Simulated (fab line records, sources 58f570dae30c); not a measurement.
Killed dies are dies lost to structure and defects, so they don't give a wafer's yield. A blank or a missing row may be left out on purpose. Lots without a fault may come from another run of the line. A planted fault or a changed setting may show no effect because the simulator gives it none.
Which tool did it? | flow berkeley_cmos170 | 7 lots, 21 wafers sampled, at 3 steps of a route of 331

WHAT THE GAUGES READ, wafer by wafer
UCB170_PVT_TW_MEAS_09.
lot  | measured     | on            | PVT_TW
L821 | day 7 20:53  | film_metro-01 | 511 510 511
L822 | day 8 06:28  | film_metro-02 | 515 515 513
L826 | day 9 01:24  | film_metro-04 | 462 459 462
L833 | day 10 03:16 | film_metro-01 | 514 518 517
L836 | day 10 16:54 | film_metro-04 | 507 508 504
L840 | day 11 09:24 | film_metro-01 | 510 513 514
L842 | day 11 23:24 | film_metro-04 | 508 506 509

WHICH TOOL RAN EACH LOT (tool, then ch and the chambers of the sampled wafers, then the start)
lot  | UCB170_NVT_STRIP_08                  | UCB170_PVT_IMPLANT_07
L821 | plasma_asher-01 ch 0,1, day 7 18:59  | implanter-01 ch 0, day 7 20:38
L822 | plasma_asher-01 ch 0,1, day 8 04:14  | implanter-03 ch 0, day 8 06:14
L826 | plasma_asher-03 ch 0,1, day 8 22:04  | implanter-04 ch 0, day 9 01:11
L833 | plasma_asher-02 ch 0,1, day 10 00:04 | implanter-03 ch 0, day 10 03:02
L836 | plasma_asher-03 ch 0,1, day 10 14:57 | implanter-03 ch 0, day 10 16:41
L840 | plasma_asher-02 ch 0,1, day 11 04:50 | implanter-03 ch 0, day 11 09:09
L842 | plasma_asher-02 ch 0,1, day 11 19:39 | implanter-04 ch 0, day 11 23:09
- UCB170_NVT_STRIP_08: strips in O2.
- UCB170_PVT_IMPLANT_07

THE ANSWER, worked out from the rows above alone
Rule: what is usual is taken from the lots themselves. Put in order of their means at a reading, lots are off if they are a third of the lots or fewer, leave a main group of 4 or more, and stand apart from it by a gap of 3 or more times the standard deviation of the main group's means; of several such gaps the widest counts. A main group whose means are all the same, to the digits that the tables above print for the reading, isn't used. A lot without any number at a reading at which 4 lots or more have one is off too. The other lots that the step has rows for count as sound.
Off: L826, at UCB170_PVT_TW_MEAS_09 (PVT_TW). The main group: mean 511, standard deviation 3.5.
A tool fits if, at a process step before that reading, it ran every lot that is off, and no sound lot after the first of them. The gauges at UCB170_PVT_TW_MEAS_09 are tried like those tools. None of those tried fits.

WHAT THE SIMULATOR HAD PUT IN
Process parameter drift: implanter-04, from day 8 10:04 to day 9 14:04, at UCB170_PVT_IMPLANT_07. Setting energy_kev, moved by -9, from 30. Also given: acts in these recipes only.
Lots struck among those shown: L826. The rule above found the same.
